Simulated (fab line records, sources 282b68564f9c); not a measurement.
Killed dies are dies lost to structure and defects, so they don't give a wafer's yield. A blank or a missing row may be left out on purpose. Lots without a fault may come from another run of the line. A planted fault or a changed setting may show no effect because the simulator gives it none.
A struck lot beside a sound one | flow rit_cmos | 16 steps out of a route of 202
Sound: wafers L993.1, L993.2, L993.6. Struck: wafers L108.2, L108.3, L108.5. The cause comes at the end.
At each step with rows: each side's tool, then ch and its chambers, then its first start. Under that, the readings that differ: sound wafers | struck wafers | difference of the means | sigmas: that difference in standard deviations of wafers without a fault.
alike: readings whose means differ by less than 2 such deviations, and words and numbers that are the same on both sides. not compared: withheld readings, readings that some wafer has no value for, bounds like >300 that may hide the same value, and numbers for which the record gives no deviation and whose values overlap.
The two part at a step that has a row with sigmas, a row that says differs or no value, or rows on one side only. Numbers that don't overlap but have no deviation are shown without sigmas and don't part them. A reading that every wafer of one side lacks parts them only if that side has two wafers or more.

first, 4 steps without rows for these wafers: RIT_PLDD_SOFTBAKE_02 (time 60 s); RIT_PLDD_EXPOSE_03 (exposes mask M8, target cd 40900 nm); RIT_PLDD_PEB_04; RIT_PLDD_DEVELOP_05 (develop time 50 s).
RIT_PLDD_OVL_MEAS_06:
  sound on overlay-01, day 3 12:31; struck on overlay-02, day 6 11:33
  alike: PLDD_OVL
then, 2 steps without rows for these wafers: RIT_PLDD_HARDBAKE_07 (time 60 s); RIT_PLDD_IMPLANT_08.
RIT_PLDD_STRIP_09: strips in O2, time 180 s.
  sound on plasma_asher-02 ch 0,1, day 3 12:51; struck on plasma_asher-01 ch 0,1, day 6 11:53
  alike: drypump_motor_current_A
  not compared: rf_hours_counter_h
RIT_PLDD_TW_MEAS_10:
  sound on film_metro-03, day 3 13:02; struck on film_metro-02, day 6 12:04
  alike: PLDD_TW
then, 3 steps without rows for these wafers: RIT_SPACER_CLEAN_00 (cleans in SC1, time 600 s); RIT_SPACER_CLEAN_01 (cleans in dHF, time 30 s); RIT_SPACER_CLEAN_02 (cleans in SC2, time 600 s).
RIT_SPACER_CVD_03: deposits Si3N4 from SiH2Cl2/NH3, target thk 250 nm, time 3300 s.
  sound on lpcvd-02 ch 0, day 3 13:29; struck on lpcvd-02 ch 1, day 6 13:36
  reading                                  | sound             | struck            | difference | sigmas
  spike_tc_centre_C (C)                    | 813.2 811.7 812.8 | 830.2 830.4 830.9 | +17.9      | +13
  spike_tc_load_C (C)                      | 833 833 832       | 862 863 861       | +29        | +7
  spike_tc_source_C (C)                    | 828.9 831.1 828.2 | 853.2 851.8 851.8 | +22.9      | +16
  model.Si3N4_of_SPACER_CVD_03.thk_nm (nm) | 255.6 254.1 253.9 | 352.1 351 353.6   | +97.7      |
  alike: nh3_flow_sccm
RIT_SPACER_THK_MEAS_04:
  sound on film_metro-01, day 3 15:24; struck on film_metro-04, day 6 15:32
  reading                 | sound             | struck            | difference | sigmas
  SPACER_NITRIDE_THK (nm) | 255.6 253.9 253.9 | 352.0 350.8 353.6 | +97.7      | +41
RIT_SPACER_ETCHBACK_05: etches Si3N4 in SF6/CHF3, stops on SiO2, target depth 250 nm, time 240 s.
  sound on rie_diel-02 ch 0,3, day 3 15:28; struck on rie_diel-04 ch 0,3, day 6 15:35
  reading                                  | sound             | struck            | difference | sigmas
  oes_product_au (a.u.)                    | 0.846 0.860 0.843 | 1.005 1.010 1.017 | +0.161     | +12
  model.Si3N4_of_SPACER_CVD_03.thk_nm (nm) | 198.7 198.8 197.7 | 275.7 274.1 275.9 | +76.8      |
  model.etch.depth_nm (nm)                 | 255.6 254.1 253.9 | 313.8 316.6 317.6 | +61.5      |
  alike: drypump_motor_current_A, throttle_valve_pct
  not compared: rf_hours_counter_h
RIT_M1_PROBE_99:
  sound on prober-01, day 4 02:55; struck on prober-02, day 7 02:45
  reading             | sound | struck      | difference | sigmas
  killed_at_front_end | 5 7 4 | 264 264 264 | +259       | +92
  killed_dies         | 5 7 4 | 264 264 264 | +259       | +92
  killed_on_rim       | 0 0 2 | 70 70 70    | +69        | +50
  alike: killed_at_contacts, killed_open, killed_short

WHERE THEY PART
First at RIT_SPACER_CVD_03; last, within this record, at RIT_M1_PROBE_99.

WHY: what the simulator had put in
Process parameter drift: lpcvd-02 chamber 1, from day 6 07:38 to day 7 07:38, at RIT_SPACER_CVD_03. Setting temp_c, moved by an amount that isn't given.
